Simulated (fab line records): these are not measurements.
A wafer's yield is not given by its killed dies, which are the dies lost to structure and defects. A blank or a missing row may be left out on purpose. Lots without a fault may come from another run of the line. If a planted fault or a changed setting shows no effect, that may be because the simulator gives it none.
A struck lot beside a sound one -- flow rit-cmos -- 15 out of 202 route steps
Sound: wafers L690.3, L690.4, L690.6. Struck: wafer L705.5. (L705.2, L705.3 of the same lot were not struck and are left out.) The cause comes at the end.
Each step with rows lists, per side, the tool, then ch with its chambers, then its first start. Under that, the readings that differ: sound wafers -- struck wafers -- difference of the means -- sigmas: that difference in standard deviations of wafers without a fault.
alike: words and numbers the same on both sides, and readings whose means are apart by under 2 such deviations; not compared: readings that were withheld, readings missing a value for some wafer, numbers with overlapping values and no deviation given by the record, and bounds like >300 which may hide the same value.
Wherever a step has rows on one side only, a row that says differs or no value, or a row with sigmas, the two part there. Numbers that have no deviation but don't overlap get no sigmas and don't part them. A reading that every wafer of one side lacks parts them only if that side has two wafers or more.

RIT_M1_THK_MEAS_02: measures by xrf.
  sound on film-metro-03 at day 3 04:52; struck on film-metro-02 at day 6 07:44
  alike: M1_AL_THK
then, 6 steps without rows for these wafers: RIT_M1_HMDS_03 (prime time 60 s); RIT_M1_COAT_04 (resist thk 1300 nm); RIT_M1_SOFTBAKE_05 (time 60 s); RIT_M1_EXPOSE_06 (exposes mask M12, target cd 2600 nm); RIT_M1_PEB_07; RIT_M1_DEVELOP_08 (develop time 68.88 s).
RIT_M1_CD_MEAS_09: the cd target is 2600 nm.
  sound on cd-sem-02 at day 3 05:57; struck on cd-sem-01 at day 6 08:55
  alike: cd-nm
RIT_M1_OVL_MEAS_10:
  sound on overlay-02 at day 3 06:02; struck on overlay-01 at day 6 09:01
  alike: M1_OVL
then, 1 step without rows for these wafers: RIT_M1_HARDBAKE_11 (time 120 s).
RIT_M1_METAL_ETCH_12: etches Al in Cl2/BCl3, stops on SiO2, time 165 s, target depth 600 nm.
  sound on rie-metal-04 ch 0,1, day 3 06:22; struck on rie-metal-04 ch 1, day 6 09:18
  alike: drypump-motor-current-A, oes-product-au, throttle-valve-pct
  not compared: rf-hours-counter-h
then, 1 step without rows for these wafers: RIT_M1_STRIP_13 (strips in nmp, time 600 s).
RIT_M1_STRIP_14: strips in O2, time 180 s.
  sound on plasma-asher-02 ch 0,1, day 3 06:43; struck on plasma-asher-04 ch 0, day 6 09:40
reading,sound,struck,difference,sigmas
drypump-motor-current-A (A),5.5 4.7 4.7,6.3,+1.3,+2
run-length-s (s),208.2 207.4 207.3,192.8,-14.8,-34
  not compared: rf-hours-counter-h, rf-refl-power-W
RIT_M1_CD_MEAS_90: the cd target is 2600 nm.
  sound on cd-sem-02 at day 3 06:52; struck on cd-sem-01 at day 6 09:52
  alike: cd-nm
RIT_M1_PROBE_99:
  sound on prober-02 at day 3 08:40; struck on prober-01 at day 6 14:08
  alike: defect-limited-yield, killed-at-contacts, killed-at-front-end, killed-dies, killed-open, killed-short

WHERE THEY PART
RIT_M1_STRIP_14 only, going by this record. Later steps at which nothing parts them and some readings are alike: RIT_M1_CD_MEAS_90, RIT_M1_PROBE_99.

WHY: what had been put in by the simulator
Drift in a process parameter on plasma-asher-04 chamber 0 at RIT_M1_STRIP_14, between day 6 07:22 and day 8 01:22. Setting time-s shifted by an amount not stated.
